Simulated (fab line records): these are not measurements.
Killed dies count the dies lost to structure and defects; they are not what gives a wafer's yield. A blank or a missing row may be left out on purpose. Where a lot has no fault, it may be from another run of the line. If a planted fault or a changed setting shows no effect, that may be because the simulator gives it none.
A single fault, viewed from 2 desks	flow berkeley_cmos170	numbers are kept per desk, each desk with only its own; the story behind them comes last

== METROLOGY DESK ==
What the gauges read, lot by lot, whatever tool the lot ran on: means of the sampled wafers that have a number. Any lot whose mean is over 4 standard deviations away from the usual mean is out of limits and marked OUT; that distance is given in the brackets.
Columns: A = SILICIDE_TI_THK at UCB170_SILICIDE_THK_MEAS_03, usual 30.0 nm; B = CONTACT_OVL at UCB170_CONTACT_OVL_MEAS_16, usual -5 nm; C = V1_TEOS_THK at UCB170_V1_THK_MEAS_01, usual 2006 nm
lot	first seen here	A	B	C
L467	day 7 06:35	29.9	-4	2007
L466	day 7 06:47	29.7	0	2010
L470	day 7 13:35	30.3	-9	1977
L468	day 7 13:36	30.1	-4	2052
L469	day 7 13:54	30.1	-12	2002
L472	day 7 15:46	30.1	-14	2009
L471	day 7 15:59	29.5	-9	1981
L474	day 8 15:58	30.5	2	2019
L483	day 10 09:22	29.7	1	2018
L482	day 10 09:52	29.9	-7	2171 (+5.7) OUT
L484	day 10 14:18	30.0	-6	2013
L489	day 11 15:28	29.9	-11	2008
L486	day 11 15:53	30.0	-4	2111
L488	day 11 16:05	30.2	-2	1967
This desk's result: L482 out of limits, first on L482 (V1_TEOS_THK at UCB170_V1_THK_MEAS_01), day 10 22:38. L467, L466, L470, L468, L469, L472, L471, L474, L483, L484, L489, L486, L488: within limits.

== FOR THE TOOL OWNER'S DESK: pecvd-01 ==
The tool's own readings at UCB170_V1_CVD_00 (deposits SiO2 from TEOS/O2, target thk 2000 nm, time 250 s): means of the sampled wafers that have a number, for each lot that ran on this tool. Any lot whose mean is over 4 standard deviations away from the usual mean is out of limits and marked OUT; that distance is given in the brackets.
Columns: A = heater_power_w at UCB170_V1_CVD_00, usual 245 W
lot	first seen here	A
L466	day 7 20:08	275
L468	day 8 01:11	262
L469	day 8 01:20	245
L482	day 10 22:29	230
L486	day 12 02:36	253
This desk's verdict: no lot among the 5 shows anything out of limits.

== ALL TOGETHER ==
On L482, the metrology desk was in a position to raise an alarm at day 10 22:38.
The tool owner's desk saw nothing out of limits.
On record at the tool owner's desk: L482, within its limits.
All the named lots went through UCB170_V1_CVD_00 on pecvd-01.

== WHAT HAD BEEN PUT IN BY THE SIMULATOR ==
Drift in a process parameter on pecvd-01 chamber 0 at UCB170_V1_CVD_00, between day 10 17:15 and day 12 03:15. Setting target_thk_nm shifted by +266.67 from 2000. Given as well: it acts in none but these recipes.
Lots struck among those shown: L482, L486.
Time in hours between the start of the fault and the first out-of-limits reading at each desk: metrology desk, 5.
